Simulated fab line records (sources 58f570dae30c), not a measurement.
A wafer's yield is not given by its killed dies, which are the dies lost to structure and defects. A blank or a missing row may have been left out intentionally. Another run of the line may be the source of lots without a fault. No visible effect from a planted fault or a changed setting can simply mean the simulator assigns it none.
Which tool was responsible?    flow berkeley_cmos170    at 1 step of a route of 331, 15 lots with 45 wafers sampled

## WHAT THE GAUGES SHOWED, per wafer
The record lacks any reading of a measuring or inspecting step that a usual standard deviation could be used to judge.

## EACH LOT AND THE TOOL THAT RAN IT (in order: tool; ch and the chambers of the sampled wafers; start)
lot   UCB170_V1_PEB_10
L321  litho_track-01 ch 0, day 8 01:49
L324  litho_track-04 ch 0, day 8 20:35
L322  litho_track-04 ch 0, day 8 22:43
L329  litho_track-01, day 9 23:56
L328  litho_track-04, day 10 00:08
L330  litho_track-01, day 10 13:19
L334  litho_track-01 ch 0, day 11 06:14
L335  litho_track-02 ch 0, day 11 06:29
L336  litho_track-01 ch 0, day 11 16:16
L337  litho_track-02 ch 0, day 12 07:43
L338  litho_track-01 ch 0, day 12 10:28
L339  litho_track-01 ch 0, day 12 13:14
L341  litho_track-02 ch 0, day 12 14:37
L340  litho_track-01 ch 0, day 12 14:47
L342  litho_track-02 ch 0, day 13 04:18
- UCB170_V1_PEB_10

## AS READ BY THE TOOLS THEMSELVES (means over the sampled wafers that have a number; for cases with no such wafer, the mark the record gives instead)
UCB170_V1_PEB_10.
lot   tool            chill_plate_temp_C (C)  exhaust_pa (Pa)  resist_line_temp_C (C)
L321  litho_track-01  23.03                   43.9             22.95
L324  litho_track-04  22.89                   43.9             23.05
L322  litho_track-04  23.01                   43.5             22.96
L329  litho_track-01  -                       -                -
L328  litho_track-04  -                       -                -
L330  litho_track-01  -                       -                -
L334  litho_track-01  23.06                   47.0             23.05
L335  litho_track-02  22.94                   44.6             22.85
L336  litho_track-01  22.95                   45.2             22.98
L337  litho_track-02  23.10                   45.3             22.96
L338  litho_track-01  23.10                   45.0             23.04
L339  litho_track-01  23.02                   44.7             23.04
L341  litho_track-02  23.01                   44.9             22.88
L340  litho_track-01  22.91                   44.8             23.00
L342  litho_track-02  22.87                   44.8             23.03

## THE ANSWER, worked out from the rows above alone
Rule: what is usual is taken from the lots themselves. The widest of any qualifying gaps counts: lots, ordered by their means at a reading, are off when they make up no more than a third of the lots, leave a main group of 4 or more, and stand apart from it by 3 or more times the standard deviation of that group's means. The tables above print the reading to a certain number of digits; a main group whose means all agree to those digits is not used. Also off: a lot with no number at a reading for which 4 or more lots have one. The other lots that the step has rows for count as sound. First the gauges in route order, then the tools' own readings, where a lot's mean is used as printed above. At the first step where some lot is off, the reading lying furthest off is the one used; lots without a number count as furthest.
Off: L329, L328, L330 (UCB170_V1_PEB_10, chill_plate_temp_C). Without a number there: L329, L328, L330. For the main group the mean is 22.99 C and the standard deviation 0.075.
A tool fits if, at that step or a process step before it, it ran every lot that is off, and no sound lot after the first of them. Not one of the candidates tried fits.

## WHAT THE SIMULATOR HAD PUT IN
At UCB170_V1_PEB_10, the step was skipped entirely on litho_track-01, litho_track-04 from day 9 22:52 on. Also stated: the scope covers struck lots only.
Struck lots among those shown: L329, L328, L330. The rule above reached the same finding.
